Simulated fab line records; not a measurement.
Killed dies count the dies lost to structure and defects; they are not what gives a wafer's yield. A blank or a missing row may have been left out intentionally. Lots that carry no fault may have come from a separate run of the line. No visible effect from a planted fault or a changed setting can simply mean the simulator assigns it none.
8D (eight disciplines) problem report, filled in by code / flow berkeley cmos170 / the parts of the form that need people (team, actions taken, sign-off) are left out

1. PROBLEM STATEMENT
Wafers free of any fault read 1999 nm (standard deviation 29) for V2_TEOS_THK at UCB170_V2_THK_MEAS_01, against a mean of 3169 nm on 3 wafers of 2 lots. That puts it +40 standard deviations away from the usual mean.
First observed at day 10 15:38: wafer L863.4, on film metro-02. Wafers with a number at this step in the record: 39, from 13 lots. The rule behind "out" and "out of limits": a value lying over 4 standard deviations away from the usual mean. Any other wafer with a number is counted as sound.

2. WHAT THIS IS AND IS NOT
question=which readings at this step | is=V2_TEOS_THK | is not=-
question=which lots | is=L863, L865 | is not=L850, L851, L852, L853, L854, L855, L866, L867, L868, L872, L873
question=which wafers of those lots | is=L863.4, L865.1, L865.5 | is not=L863.1, L863.5, L865.6
question=read on which gauges | is=film metro-01, film metro-02 | is not=film metro-03
question=when | is=from day 10 15:38 | is not=up to then (20 sound wafers); but 16 sound wafers of L865, L866, L867, L868, L872, L873 came after

3. THE SUSPECTS, EACH WITH WHAT RULES IT OUT
Counting: if a tool at a process step up to the reading ran every lot that is out, it stays a suspect. Sound lots after the first of them don't rule it out here, since some wafers of a struck lot are sound.
- the gauge at UCB170_V2_THK_MEAS_01: ruled out. 2 gauges (film metro-01, film metro-02) read the wafers that are out.
- pecvd-02 at UCB170_V2_CVD_00 (deposits SiO2 from TEOS/O2, target thk 2000 nm, time 250 s): kept. It ran every lot that is out, first L863 (day 10 15:28); its last sound lot up to then is L854 (day 8 06:42). Out on those wafers are its own readings of run length s.
- In pecvd-02 at UCB170_V2_CVD_00, the wafers that are out were processed in chamber 0 and their sound lot-mates in chambers 1, 2.
Left after counting: pecvd-02 at UCB170_V2_CVD_00.

4. THE CAUSE (what the simulator had put in)
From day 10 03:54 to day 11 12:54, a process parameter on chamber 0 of pecvd-02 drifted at UCB170_V2_CVD_00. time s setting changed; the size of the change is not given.
The count eliminated every tool but this one.

5. THE EFFECT CHAIN, in route order
Each row: a reading where the mean over the struck wafers with a number is more than 3 standard deviations away from the usual. Only readings whose record carries a usual standard deviation are examined. hours: median over the lots of the time between each lot's start at the first step of this table that gives one and its start at this step. sigmas: the change, counted in usual standard deviations.
hours=0; step=UCB170_V2_CVD_00; reading=run length s; usual=278.3 s; on struck wafers=420.1; change=+141.8; sigmas=+99 or more
hours=0; step=UCB170_V2_THK_MEAS_01; reading=V2_TEOS_THK; usual=1999 nm; on struck wafers=3169; change=+1170; sigmas=+40
It contains these process steps:
- UCB170_V2_CVD_00: deposits SiO2 from TEOS/O2, target thk 2000 nm, time 250 s.
At these later measuring or inspecting steps, every struck wafer for which the step has a row has a number for every such reading, and none has moved that far: UCB170_V2_CD_MEAS_12.

6. WHAT WOULD HAVE CAUGHT IT SOONER
12 hours passed between the start of the fault at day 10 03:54 and the first reading out of limits at a measuring or inspecting step in this record, taken at day 10 15:38.
Tool's own readings at UCB170_V2_CVD_00, run length s: out on all struck wafers the step has rows for; an alarm limit on them would have tripped on the first.
Among the 2 lots that are out, L865 began UCB170_V2_CVD_00 on pecvd-02 after day 10 15:38. A hold on the tool at that time would have spared it.
